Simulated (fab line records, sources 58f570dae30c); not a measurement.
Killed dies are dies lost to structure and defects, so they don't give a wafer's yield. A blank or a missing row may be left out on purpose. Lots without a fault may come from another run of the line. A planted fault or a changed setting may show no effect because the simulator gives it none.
Problem report in the 8D (eight disciplines) form, filled by code | flow berkeley_cmos170 | the parts of the form that need people (team, actions taken, sign-off) are left out

1. THE PROBLEM
PFIELD_OVL at UCB170_PFIELD_OVL_MEAS_06 reads a mean of 89 nm on 9 wafers of 3 lots; wafers without a fault read 1 nm with a standard deviation of 5.2. That is +17 standard deviations from the usual mean.
First seen on wafer L543.1, day 7 01:53, on overlay-01. The record holds 42 wafers of 14 lots with a number at this step. Rule for "out", or "out of limits": more than 4 standard deviations from the usual mean. The other wafers with a number count as sound.

2. WHAT IT IS AND WHAT IT IS NOT
question                    | is                     | is not
which readings at this step | PFIELD_OVL             | -
which lots                  | L543, L545, L546       | L531, L532, L533, L534, L535, L536, L537, L539, L540, L544, L551
which wafers of those lots  | all that have a number | -
read on which gauges        | overlay-01, overlay-02 | -
when                        | from day 7 01:53       | up to then (27 sound wafers); but 6 sound wafers of L544, L551 came after

3. SUSPECTS, AND WHAT RULES EACH OUT
Counting: a tool at a process step up to the reading stays a suspect if it ran every lot that is out and no sound lot after the first of them.
- the gauge at UCB170_PFIELD_OVL_MEAS_06: ruled out. The wafers that are out were read on 2 gauges (overlay-01, overlay-02).
- plasma_asher-01 at UCB170_NWELL_STRIP_15 (strips in O2): ruled out as a lasting fault. Sound lots L551 ran on it after its first lot that is out, L543 (day 4 15:55).
- krf_scanner-01 at UCB170_PFIELD_EXPOSE_03 (exposes mask PFIELD, target cd 1500 nm): kept. It ran every lot that is out, first L543 (day 7 01:16), and no sound lot after that; its last sound lot up to then is L539 (day 6 05:42).
Left after counting: krf_scanner-01 at UCB170_PFIELD_EXPOSE_03.

4. THE CAUSE (what the simulator had put in)
Scanner matching overlay: krf_scanner-01, from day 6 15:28 on, at UCB170_PFIELD_EXPOSE_03. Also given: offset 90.
Counting left only this tool.

5. THE CHAIN OF EFFECTS, in route order
Each row: a reading whose mean over the struck wafers that have a number lies more than 3 standard deviations from the usual. Only readings for which the record gives a usual standard deviation are gone through. hours: the time from each lot's start at the first step in this table that gives one to its start at this step, as a median over the lots. sigmas: the change in usual standard deviations.
hours | step                      | reading    | usual | on struck wafers | change | sigmas
0     | UCB170_PFIELD_OVL_MEAS_06 | PFIELD_OVL | 1 nm  | 89               | +88    | +17
Later measuring or inspecting steps at which every struck wafer that the step has a row for has a number for every such reading, and none has moved that far: UCB170_M3_BOW_MEAS_20.

6. WHAT WOULD HAVE CAUGHT IT SOONER
In this record the first reading out of limits at a measuring or inspecting step was taken at day 7 01:53, 10 hours after the fault began at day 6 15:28.
Of the lots that are out (3), L546 began UCB170_PFIELD_EXPOSE_03 on krf_scanner-01 after day 7 01:53. A hold on the tool at that time would have spared it.
